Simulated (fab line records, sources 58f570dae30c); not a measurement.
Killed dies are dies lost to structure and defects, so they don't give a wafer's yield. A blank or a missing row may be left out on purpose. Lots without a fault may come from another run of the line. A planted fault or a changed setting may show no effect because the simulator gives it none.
fab line records | flow berkeley_cmos170
record lots=5 wafers=23
route steps=331 shown START@3 PWELL@39 ACTIVE@62 PFIELD@80 PVT@122 GATE@130 PLDD@148 NLDD@166 PSD@183 NSD@188
start_h: hours from the record's first day to the start of the lot's first wafer shown | wait_h: hours since the lot's step before | " the same as in the row above | L1.1+2: a row that stands for several wafers | - no value, or no start given | * or withheld: withheld | < > ~ a bound
route shown NAME@n: a module of which the file shows steps, and the number in the route of the first | usual: mean/standard deviation of fault-free wafers | same: alike in all rows | chamber/n: place in a boat | sites: the reading at each site | _std_site: their standard deviation | _edge_site: outer sites' mean less inner sites' | radius_mm: how far each site lies from the wafer's centre | mask NAME#n: copy n | behind: the tool/chamber that last shaped the wafer | hold: why the lot was held/for how many hours/how that ended | device: the transistor (n, p or np) that didn't switch | end of line: the same wafers' tests at the end of the route | a step without rows: its recipe alone | killed: dies lost to structure and defects at the first sort, not the wafer's yield | map: a wafer's dies, x killed, . not, _ none there
set.NAME: the setting as run; set.NAME@STEP: as run at that earlier step | model.NAME: the simulator's own value behind a step, which no gauge read
lots whose settings were changed on purpose; a table a step, a row a wafer
## steps
# step UCB170_START_OXIDATION_02
# recipe temp_c=950 ambient=O2 target_thk_a=200 ox_time_s=1800
# columns lot.wafer tool chamber start_h wait_h set.temp_c model.SiO2_of_START_OXIDATION_02.thk_nm
L074.1 - - - 1.4 935.9 16.86
L074.2 " - " " 935.9 16.52
L074.3 " - " " 935.9 17.47
L074.4 " - " " 935.9 17.28
L074.6 " - " " 935.9 16.69
L077.1 - - - 0.7 935.5 16.86
L077.2 " - " " 935.5 16.71
L077.3 " - " " 935.5 16.91
L077.5 " - " " 935.5 16.83
L077.6 " - " " 935.5 16.78
L078.1 - - - 2.2 972.7 25.26
L078.2 " - " " 972.7 25.03
L078.3 " - " " 972.7 24.8
L078.4 " - " " 972.7 25.36
L078.6 " - " " 972.7 25.39
L079.2 furnace-04 0 35.45 0.3 950 19.69
L079.3 " 0 " " 950 19.87
L079.5 " 0 " " 950 19.73
L080.2 - - - 1.7 950 19.79
L080.3 " - " " 950 19.63
L080.4 " - " " 950 19.65
L080.5 " - " " 950 19.49
L080.6 " - " " 950 19.98
# step UCB170_START_THK_MEAS_03
# recipe reads=SiO2_of_START_OXIDATION_02
# usual START_OXIDE_THK=19.9/0.32
# columns lot.wafer tool chamber start_h wait_h set.temp_c@START_OXIDATION_02 START_OXIDE_THK[nm]
L074.1 film_metro-03 - - - 935.9 16.8
L074.2 " - " " 935.9 16.5
L074.3 " - " " 935.9 17.5
L074.4 " - " " 935.9 17.3
L074.6 " - " " 935.9 16.7
L077.1 film_metro-03 - - - 935.5 16.9
L077.2 " - " " 935.5 16.7
L077.3 " - " " 935.5 16.9
L077.5 " - " " 935.5 16.9
L077.6 " - " " 935.5 16.8
L078.1 film_metro-01 - - - 972.7 25.3
L078.2 " - " " 972.7 25.0
L078.3 " - " " 972.7 24.8
L078.4 " - " " 972.7 25.4
L078.6 " - " " 972.7 25.4
L079.2 film_metro-02 - 36.96 0.0 950 19.7
L079.3 " - " " 950 19.9
L079.5 " - " " 950 19.8
L080.2 film_metro-02 - - - 950 19.8
L080.3 " - " " 950 19.6
L080.4 " - " " 950 19.6
L080.5 " - " " 950 19.5
L080.6 " - " " 950 20.0
# step UCB170_PWELL_CVD_05
# recipe material=Si3N4 target_thk_nm=220 temp_c=800 precursor=SiH2Cl2/NH3 time_s=3300 pressure_mtorr=200 sih2cl2_flow_sccm=25 nh3_flow_sccm=75
# columns lot.wafer tool chamber start_h wait_h set.time_s model.Si3N4_of_PWELL_CVD_05.thk_nm
L074.1 - - - 0.0 2836 189.9
L074.2 " - " " 2836 190.5
L074.3 " - " " 2836 190.1
L074.4 " - " " 2836 190.3
L074.6 " - " " 2836 189.7
L077.1+2 - - - 0.0 3759 251.8
L077.3 " - " " 3759 254.2
L077.5 " - " " 3759 251.3
L077.6 " - " " 3759 249.1
L078.1 - - - 0.0 3300 219
L078.2 " - " " 3300 220.7
L078.3+6 " - " " 3300 219.8
L078.4 " - " " 3300 220.6
L079.2 lpcvd-02 0 67.89 1.3 3300 220.4
L079.3 " 0 " " 3300 222.6
L079.5 " 0 " " 3300 220.3
L080.2 - - - 1.7 2916 197
L080.3+4 " - " " 2916 197.2
L080.5 " - " " 2916 197.6
L080.6 " - " " 2916 196.9
# step UCB170_PWELL_THK_MEAS_06
# recipe reads=Si3N4_of_PWELL_CVD_05
# usual PWELL_NITRIDE_THK=220.9/1.4
# columns lot.wafer tool chamber start_h wait_h set.time_s@PWELL_CVD_05 PWELL_NITRIDE_THK[nm]
L074.1 film_metro-04 - - - 2836 189.9
L074.2 " - " " 2836 190.4
L074.3 " - " " 2836 190.2
L074.4 " - " " 2836 190.3
L074.6 " - " " 2836 189.7
L077.1 film_metro-04 - - - 3759 252.0
L077.2 " - " " 3759 252.0
L077.3 " - " " 3759 254.1
L077.5 " - " " 3759 251.3
L077.6 " - " " 3759 248.8
L078.1 film_metro-02 - - - 3300 219.1
L078.2 " - " " 3300 220.7
L078.3 " - " " 3300 219.8
L078.4 " - " " 3300 220.7
L078.6 " - " " 3300 220.0
L079.2 film_metro-01 - 70.78 0.0 3300 220.6
L079.3 " - " " 3300 222.7
L079.5 " - " " 3300 220.1
L080.2 film_metro-04 - - - 2916 196.9
L080.3 " - " " 2916 197.2
L080.4 " - " " 2916 197.2
L080.5 " - " " 2916 197.3
L080.6 " - " " 2916 196.8
# step UCB170_PWELL_DEVELOP_12
# recipe developer=TMAH develop_time_s=45 resist=KrF dev_temp_c=21
# columns lot.wafer tool chamber start_h wait_h set.develop_time_s
L074.1+3+6 litho_track-03 0 - - 45
L074.2+4 " 0 " " 42.44
L077.1+2+5 litho_track-02 0 - - 39.95
L077.3+6 " 0 " " 45
L078.1+2+4 litho_track-02 0 - - 45
L078.3+6 " 0 " " 50.91
L079.2+3+5 litho_track-02 0 - - 45
L080.2+4+6 litho_track-03 0 - - 49.14
L080.3+5 " 0 " " 45
# step UCB170_PWELL_ETCH_14
# recipe chemistry=CH3F/Ar/O2 target=Si3N4 stop_on=SiO2 CH3F_flow_sccm=20 Ar_flow_sccm=50 O2_flow_sccm=7 pressure_mtorr=50 rf_w=450 target_depth_a=2420 over_etch_frac=0.1 time_s=151
# columns lot.wafer tool chamber start_h wait_h set.time_s@PWELL_CVD_05 model.etch.depth_nm
L074.1 rie_diel-04 3 45.03 0.0 2836 189.9
L074.2 " 0 " " 2836 190.5
L074.3 " 2 " " 2836 190.1
L074.4 " 3 " " 2836 190.3
L074.6 " 2 " " 2836 189.7
L077.1+2+3+6 rie_diel-04 0,2,3,3 62.21 0.0 3759 -
L077.5 " 2 " " 3759 243.3
L078.1 rie_diel-03 2 67.61 0.0 3300 219
L078.2 " 0 " " 3300 220.7
L078.3 " 1 " " 3300 219.8
L078.4+6 " 3,1 " " 3300 -
L079.2 rie_diel-04 2 71.83 0.0 3300 220.4
L079.3 " 0 " " 3300 222.6
L079.5 " 2 " " 3300 220.3
L080.2 rie_diel-02 1 77.93 0.0 2916 197
L080.3 " 0 " " 2916 197.2
L080.4+5 " 0,1 " " 2916 -
L080.6 " 2 " " 2916 196.9
# step UCB170_ACTIVE_OXIDATION_02
# recipe temp_c=1000 ambient=O2 target_thk_a=264 ox_time_s=1260
# columns lot.wafer tool chamber start_h wait_h set.ox_time_s model.SiO2_of_ACTIVE_OXIDATION_02.thk_nm
L074.1 - - - 3.0 1333 27.57
L074.2 " - " " 1333 27.8
L074.3 " - " " 1333 27.63
L074.4 " - " " 1333 27.15
L074.6 " - " " 1333 27.42
L077.1 - - - 2.7 1202 25.26
L077.2 " - " " 1202 25.21
L077.3+6 " - " " 1202 25.57
L077.5 " - " " 1202 25.65
L078.1 - - - 3.2 1260 26.28
L078.2 " - " " 1260 25.9
L078.3 " - " " 1260 26.51
L078.4 " - " " 1260 26.22
L078.6 " - " " 1260 25.93
L079.2 furnace-01 0 87.68 0.5 1260 26.36
L079.3 " 0 " " 1260 26.3
L079.5 " 0 " " 1260 26.59
L080.2 - - - 1.9 1127 24.39
L080.3 " - " " 1127 24.29
L080.4 " - " " 1127 24.23
L080.5 " - " " 1127 23.94
L080.6 " - " " 1127 24
# step UCB170_ACTIVE_THK_MEAS_03
# recipe reads=SiO2_of_ACTIVE_OXIDATION_02
# usual ACTIVE_OXIDE_THK=26.4/0.56
# columns lot.wafer tool chamber start_h wait_h set.ox_time_s@ACTIVE_OXIDATION_02 ACTIVE_OXIDE_THK[nm]
L074.1 film_metro-03 - - - 1333 27.5
L074.2 " - " " 1333 27.9
L074.3 " - " " 1333 27.6
L074.4 " - " " 1333 27.2
L074.6 " - " " 1333 27.4
L077.1 film_metro-03 - - - 1202 25.2
L077.2 " - " " 1202 25.3
L077.3 " - " " 1202 25.6
L077.5 " - " " 1202 25.6
L077.6 " - " " 1202 25.6
L078.1 film_metro-01 - - - 1260 26.3
L078.2 " - " " 1260 25.9
L078.3 " - " " 1260 26.5
L078.4 " - " " 1260 26.3
L078.6 " - " " 1260 26.0
L079.2 film_metro-02 - 89.04 0.0 1260 26.4
L079.3 " - " " 1260 26.2
L079.5 " - " " 1260 26.6
L080.2 film_metro-01 - - - 1127 24.4
L080.3 " - " " 1127 24.3
L080.4 " - " " 1127 24.2
L080.5 " - " " 1127 24.0
L080.6 " - " " 1127 24.0
# step UCB170_PFIELD_COAT_01
# recipe resist=KrF spin_rpm=1500 resist_thk_nm=900
# columns lot.wafer tool chamber start_h wait_h set.resist_thk_nm model.KrF_of_PFIELD_COAT_01.thk_nm
L074.1 litho_track-01 0 78.45 0.1 864.3 860.8
L074.2 " 0 " " 900 898.5
L074.3 " 0 " " 864.3 864
L074.4 " 0 " " 864.3 864.4
L074.6 " 0 " " 900 898
L077.1 litho_track-02 0 91.31 0.1 851.7 850.6
L077.2 " 0 " " 900 901.7
L077.3 " 0 " " 900 897.1
L077.5 " 0 " " 900 900.1
L077.6 " 0 " " 851.7 849.7
L078.1 litho_track-01 0 99.81 0.1 900 899.9
L078.2 " 0 " " 919.5 920.1
L078.3 " 0 " " 919.5 919.1
L078.4 " 0 " " 900 899.4
L078.6 " 0 " " 900 899.6
L079.2 litho_track-04 0 100.19 0.1 900 896.6
L079.3 " 0 " " 900 899.8
L079.5 " 0 " " 900 896.4
L080.2 litho_track-01 0 104.09 0.1 900 899.8
L080.3 " 0 " " 900 901.7
L080.4 " 0 " " 863.6 863.5
L080.5 " 0 " " 863.6 867.2
L080.6 " 0 " " 900 901.8
# step UCB170_PFIELD_IMPLANT_07
# recipe species=B dose_cm2=2e+13 energy_kev=80 tilt_deg=7
# columns lot.wafer tool chamber start_h wait_h set.energy_kev model.implant.drp_nm
L074.1+4 implanter-04 0 79.53 0.0 80 74.86
L074.2+3+6 " 0 " " 77.47 73.7
L077.1+3+6 implanter-04 0 92.75 0.0 82.83 76.09
L077.2+5 " 0 " " 80 74.86
L078.1+6 implanter-02 0 101.20 0.0 80 74.86
L078.2+3+4 " 0 " " 77.4 73.67
L079.2+3+5 implanter-01 0 101.25 0.0 80 74.86
L080.2+3+4+5+6 implanter-04 0 104.81 0.0 80 74.86
# step UCB170_PFIELD_STRIP_08
# recipe chemistry=O2 power_w=400 pressure_mtorr=3500 platen_temp_c=withheld o2_flow_sccm=400 overash_fraction=0.5
# usual strip_time_to_endpoint_s=21.60/0.044
# columns lot.wafer tool chamber start_h wait_h set.resist_thk_nm@PFIELD_COAT_01 strip_time_to_endpoint_s
L074.1 plasma_asher-02 0 79.68 0.1 864.3 20.69
L074.2 " 1 " " 900 21.58
L074.3 " 1 " " 864.3 20.77
L074.4 " 0 " " 864.3 20.77
L074.6 " 0 " " 900 21.57
L077.1 plasma_asher-01 1 92.90 0.1 851.7 20.44
L077.2 " 0 " " 900 21.66
L077.3 " 1 " " 900 21.54
L077.5 " 0 " " 900 21.62
L077.6 " 1 " " 851.7 20.42
L078.1 plasma_asher-01 1 101.35 0.1 900 21.63
L078.2 " 0 " " 919.5 22.09
L078.3 " 1 " " 919.5 22.08
L078.4 " 0 " " 900 21.62
L078.6 " 0 " " 900 21.62
L079.2 plasma_asher-02 0 101.38 0.1 900 21.56
L079.3 " 0 " " 900 21.61
L079.5 " 0 " " 900 21.54
L080.2 plasma_asher-01 1 104.94 0.1 900 21.63
L080.3 " 1 " " 900 21.65
L080.4 " 0 " " 863.6 20.75
L080.5 " 0 " " 863.6 20.85
L080.6 " 1 " " 900 21.68
# step UCB170_PVT_IMPLANT_07
# recipe species=P dose_cm2=2e+12 energy_kev=30 tilt_deg=7
# columns lot.wafer tool chamber start_h wait_h set.energy_kev model.implant.rp_nm model.implant.drp_nm
L074.1+2+3 implanter-02 0 104.33 0.0 30 36.4 16.56
L074.4+6 " 0 " " 30.9 37.44 16.98
L077.1+2 implanter-02 0 117.70 0.0 30 35.3 16.56
L077.3+5+6 " 0 " " 28.39 34.01 16.02
L078.1+4 implanter-03 0 133.96 0.0 28.51 36.14 16.06
L078.2+3+6 " 0 " " 30 37.4 16.56
L079.2+3+5 implanter-02 0 134.26 0.0 30 37.17 16.56
L080.2+6 implanter-04 0 137.77 0.0 28.48 36.57 16.05
L080.3+4+5 " 0 " " 30 37.88 16.56
# step UCB170_GATE_CVD_04
# recipe material=poly-Si temp_c=610 precursor=SiH4 time_s=1440 pressure_mtorr=375 target_thk_nm=214 sih4_flow_sccm=120
# columns lot.wafer tool chamber start_h wait_h set.time_s model.poly-Si_of_GATE_CVD_04.thk_nm
L074.1 - - - 0.0 1440 215.2
L074.2 " - " " 1440 216.6
L074.3 " - " " 1440 215.6
L074.4 " - " " 1440 214.8
L074.6 " - " " 1440 214.5
L077.1 - - - 0.0 1310 197.6
L077.2 " - " " 1310 196.2
L077.3 " - " " 1310 198.1
L077.5 " - " " 1310 194.8
L077.6 " - " " 1310 197
L078.1 - - - 0.0 1504 217.9
L078.2 " - " " 1504 218.3
L078.3+4 " - " " 1504 219
L078.6 " - " " 1504 220.4
L079.2 lpcvd-01 0 142.66 0.0 1440 210.5
L079.3 " 0 " " 1440 212.7
L079.5 " 0 " " 1440 210.8
L080.2 - - - 0.5 1243 182.9
L080.3 " - " " 1243 185.2
L080.4 " - " " 1243 184.4
L080.5 " - " " 1243 184.1
L080.6 " - " " 1243 183.8
# step UCB170_GATE_THK_MEAS_05
# recipe reads=poly-Si_of_GATE_CVD_04
# usual GATE_POLY_THK=213.1/2.7
# columns lot.wafer tool chamber start_h wait_h set.time_s@GATE_CVD_04 GATE_POLY_THK[nm]
L074.1 film_metro-01 - - - 1440 215.3
L074.2 " - " " 1440 216.6
L074.3 " - " " 1440 215.5
L074.4 " - " " 1440 214.7
L074.6 " - " " 1440 214.6
L077.1 film_metro-01 - - - 1310 197.6
L077.2 " - " " 1310 196.1
L077.3 " - " " 1310 198.2
L077.5 " - " " 1310 194.7
L077.6 " - " " 1310 197.0
L078.1 film_metro-01 - - - 1504 218.0
L078.2 " - " " 1504 218.2
L078.3 " - " " 1504 219.0
L078.4 " - " " 1504 219.2
L078.6 " - " " 1504 220.5
L079.2 film_metro-03 - 144.07 0.0 1440 210.7
L079.3 " - " " 1440 212.8
L079.5 " - " " 1440 210.8
L080.2 film_metro-04 - - - 1243 182.9
L080.3 " - " " 1243 185.3
L080.4 " - " " 1243 184.5
L080.5 " - " " 1243 184.1
L080.6 " - " " 1243 184.0
# step UCB170_PLDD_EXPOSE_03
# recipe mask_id=PSELECT na=0.5 sigma_outer=0.6 source_shape=conventional target_cd_nm=1200 dose_mj=30
# columns lot.wafer tool chamber start_h wait_h mask set.dose_mj
L074.1+4+6 krf_scanner-02 0 117.19 0.3 PSELECT#0 32.01
L074.2+3 " 0 " " PSELECT#0 30
L077.1+2+3 krf_scanner-01 0 131.08 0.1 PSELECT#0 31.19
L077.5+6 " 0 " " PSELECT#0 30
L078.1+3+4 krf_scanner-02 0 146.60 0.1 PSELECT#0 28.4
L078.2+6 " 0 " " PSELECT#0 30
L079.2+3+5 krf_scanner-01 0 147.20 0.2 PSELECT#0 30
L080.2+3+5 krf_scanner-02 0 150.41 0.2 PSELECT#0 30.8
L080.4+6 " 0 " " PSELECT#0 30
# step UCB170_PLDD_PEB_04
# recipe peb_temp_c=130 peb_time_s=withheld resist=KrF
# step UCB170_PLDD_DEVELOP_05
# recipe developer=TMAH develop_time_s=45 resist=KrF dev_temp_c=21
# step UCB170_PLDD_CD_MEAS_06
# recipe target_cd_nm=1200
# usual cd_nm=1200.0/1.4
# columns lot.wafer tool chamber start_h wait_h set.dose_mj@PLDD_EXPOSE_03 cd_nm
L074.1 cd_sem-02 - 117.65 - 32.01 1211.2
L074.2 " - " " 30 1197.5
L074.3 " - " " 30 1198.1
L074.4 " - " " 32.01 1209.5
L074.6 " - " " 32.01 1209.7
L077.1 cd_sem-02 - 131.58 - 31.19 1207.7
L077.2 " - " " 31.19 1209.3
L077.3 " - " " 31.19 1210.2
L077.5 " - " " 30 1202.0
L077.6 " - " " 30 1202.9
L078.1 cd_sem-02 - 147.16 - 28.4 1191.4
L078.2 " - " " 30 1199.9
L078.3 " - " " 28.4 1191.0
L078.4 " - " " 28.4 1190.4
L078.6 " - " " 30 1201.4
L079.2 cd_sem-01 - 147.91 - 30 1197.9
L079.3 " - " " 30 1198.6
L079.5 " - " " 30 1198.2
L080.2 cd_sem-01 - 151.08 - 30.8 1205.2
L080.3 " - " " 30.8 1205.9
L080.4 " - " " 30 1201.3
L080.5 " - " " 30.8 1204.0
L080.6 " - " " 30 1199.8
# step UCB170_NLDD_IMPLANT_08
# recipe species=As dose_cm2=5e+13 energy_kev=30 tilt_deg=7 rotation_deg=0
# columns lot.wafer tool chamber start_h wait_h set.energy_kev model.implant.rp_nm model.implant.drp_nm
L074.1+2 implanter-04 0 119.58 0.0 30 22.47 9.611
L074.3+4+6 " 0 " " 31.14 23.12 9.877
L077.1+6 implanter-01 0 133.80 0.0 31.62 22.48 9.99
L077.2+3+5 " 0 " " 30 21.6 9.611
L078.1+6 implanter-04 0 149.53 0.0 30 21.52 9.611
L078.2+3+4 " 0 " " 31.5 22.34 9.962
L079.2+3+5 implanter-01 0 150.26 0.0 30 21.56 9.611
L080.2+5+6 implanter-04 0 153.97 0.0 28.9 20.79 9.353
L080.3+4 " 0 " " 30 21.39 9.611
# step UCB170_PSD_IMPLANT_08
# recipe species=B dose_cm2=3e+15 energy_kev=20 tilt_deg=7
# columns lot.wafer tool chamber start_h wait_h set.energy_kev model.implant.rp_nm model.implant.drp_nm
L074.1+6 implanter-02 0 123.39 0.0 19.17 64.75 27.51
L074.2+3+4 " 0 " " 20 67.52 28.34
L077.1+2+3+5+6 implanter-02 0 142.35 0.0 20 66.86 28.34
L078.1+4 implanter-01 0 156.57 0.0 19.03 61.8 27.37
L078.2+3+6 " 0 " " 20 64.91 28.34
L079.2+3+5 implanter-03 0 156.84 0.0 20 62.98 28.34
L080.2+3+6 implanter-02 0 158.96 0.0 20 63.96 28.34
L080.4+5 " 0 " " 19.54 62.51 27.88
# step UCB170_PSD_STRIP_09
# recipe chemistry=O2 power_w=400 pressure_mtorr=3500 platen_temp_c=withheld o2_flow_sccm=400 overash_fraction=0.5
# usual strip_time_to_endpoint_s=29.43/0.072
# columns lot.wafer tool chamber start_h wait_h set.energy_kev@PSD_IMPLANT_08 strip_time_to_endpoint_s
L074.1 plasma_asher-01 1 123.54 0.1 19.17 28.94
L074.2 " 0 " " 20 29.29
L074.3 " 1 " " 20 29.28
L074.4 " 0 " " 20 29.31
L074.6 " 1 " " 19.17 28.94
L077.1 plasma_asher-02 0 142.50 0.1 20 29.45
L077.2 " 1 " " 20 29.40
L077.3 " 1 " " 20 29.41
L077.5 " 0 " " 20 29.41
L077.6 " 1 " " 20 29.50
L078.1 plasma_asher-04 1 156.72 0.1 19.03 29.00
L078.2 " 0 " " 20 29.46
L078.3 " 1 " " 20 29.48
L078.4 " 0 " " 19.03 28.96
L078.6 " 0 " " 20 29.46
L079.2 plasma_asher-02 1 156.96 0.1 20 29.48
L079.3 " 1 " " 20 29.43
L079.5 " 1 " " 20 29.52
L080.2 plasma_asher-02 1 159.09 0.1 20 29.41
L080.3 " 0 " " 20 29.40
L080.4 " 1 " " 19.54 29.17
L080.5 " 1 " " 19.54 29.18
L080.6 " 0 " " 20 29.34
# step UCB170_NSD_COAT_01
# recipe resist=KrF spin_rpm=1500 resist_thk_nm=900
# columns lot.wafer tool chamber start_h wait_h set.resist_thk_nm model.KrF_of_NSD_COAT_01.thk_nm
L074.1 litho_track-02 0 125.64 0.1 946.5 945.8
L074.2 " 0 " " 900 900.2
L074.3 " 0 " " 946.5 944.6
L074.4 " 0 " " 900 896.4
L074.6 " 0 " " 900 901
L077.1 litho_track-03 0 144.72 0.1 928.6 928.7
L077.2 " 0 " " 900 897.2
L077.3 " 0 " " 928.6 926.8
L077.5 " 0 " " 928.6 928.2
L077.6 " 0 " " 900 897.5
L078.1 litho_track-01 0 159.45 0.1 900 901.4
L078.2 " 0 " " 900 897.3
L078.3 " 0 " " 900 898.1
L078.4 " 0 " " 900 900
L078.6 " 0 " " 900 899.9
L079.2 litho_track-03 0 159.47 0.1 900 902.9
L079.3 " 0 " " 900 901.8
L079.5 " 0 " " 900 902.7
L080.2 litho_track-03 0 159.92 0.1 854.2 855.8
L080.3 " 0 " " 900 901.7
L080.4 " 0 " " 854.2 855.4
L080.5 " 0 " " 900 901.3
L080.6 " 0 " " 854.2 854.3
## key
split step=UCB170_START_OXIDATION_02 setting=temp_c stated=950 by=lot
response step=UCB170_START_OXIDATION_02 reading=model.SiO2_of_START_OXIDATION_02.thk_nm change=+2.12 per=1% r=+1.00
response step=UCB170_START_THK_MEAS_03 reading=START_OXIDE_THK change=+2.12 per=1% r=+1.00
split step=UCB170_PWELL_CVD_05 setting=time_s stated=3300 by=lot
response step=UCB170_PWELL_CVD_05 reading=model.Si3N4_of_PWELL_CVD_05.thk_nm change=+2.16 per=1% r=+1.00
response step=UCB170_PWELL_THK_MEAS_06 reading=PWELL_NITRIDE_THK change=+2.16 per=1% r=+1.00
response step=UCB170_PWELL_ETCH_14 reading=model.etch.depth_nm change=+1.99 per=1% r=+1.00
split step=UCB170_PWELL_DEVELOP_12 setting=develop_time_s stated=45 by=wafer
response none clear
split step=UCB170_ACTIVE_OXIDATION_02 setting=ox_time_s stated=1260 by=lot
response step=UCB170_ACTIVE_OXIDATION_02 reading=model.SiO2_of_ACTIVE_OXIDATION_02.thk_nm change=+0.202 per=1% r=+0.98
response step=UCB170_ACTIVE_THK_MEAS_03 reading=ACTIVE_OXIDE_THK change=+0.202 per=1% r=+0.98
split step=UCB170_PFIELD_COAT_01 setting=resist_thk_nm stated=900 by=wafer
response step=UCB170_PFIELD_COAT_01 reading=model.KrF_of_PFIELD_COAT_01.thk_nm change=+9.04 per=1% r=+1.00
response step=UCB170_PFIELD_STRIP_08 reading=strip_time_to_endpoint_s change=* per=1% r=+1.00
split step=UCB170_PFIELD_IMPLANT_07 setting=energy_kev stated=80 by=wafer
response step=UCB170_PFIELD_IMPLANT_07 reading=model.implant.drp_nm change=+0.359 per=1% r=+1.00
split step=UCB170_PVT_IMPLANT_07 setting=energy_kev stated=30 by=wafer
response step=UCB170_PVT_IMPLANT_07 reading=model.implant.rp_nm change=+0.26 per=1% r=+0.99
response step=UCB170_PVT_IMPLANT_07 reading=model.implant.drp_nm change=+0.105 per=1% r=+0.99
split step=UCB170_GATE_CVD_04 setting=time_s stated=1440 by=lot
response step=UCB170_GATE_CVD_04 reading=model.poly-Si_of_GATE_CVD_04.thk_nm change=+1.94 per=1% r=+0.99
response step=UCB170_GATE_THK_MEAS_05 reading=GATE_POLY_THK change=+1.94 per=1% r=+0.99
split step=UCB170_PLDD_EXPOSE_03 setting=dose_mj stated=30 by=wafer
response step=UCB170_PLDD_CD_MEAS_06 reading=cd_nm change=+1.79 per=1% r=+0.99
split step=UCB170_NLDD_IMPLANT_08 setting=energy_kev stated=30 by=wafer
response step=UCB170_NLDD_IMPLANT_08 reading=model.implant.rp_nm change=+0.165 per=1% r=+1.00
response step=UCB170_NLDD_IMPLANT_08 reading=model.implant.drp_nm change=+0.0702 per=1% r=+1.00
split step=UCB170_PSD_IMPLANT_08 setting=energy_kev stated=20 by=wafer
response step=UCB170_PSD_IMPLANT_08 reading=model.implant.rp_nm change=+0.651 per=1% r=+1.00
response step=UCB170_PSD_IMPLANT_08 reading=model.implant.drp_nm change=+0.2 per=1% r=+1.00
response step=UCB170_PSD_STRIP_09 reading=strip_time_to_endpoint_s change=* per=1% r=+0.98
split step=UCB170_NSD_COAT_01 setting=resist_thk_nm stated=900 by=wafer
response step=UCB170_NSD_COAT_01 reading=model.KrF_of_NSD_COAT_01.thk_nm change=+9.1 per=1% r=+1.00
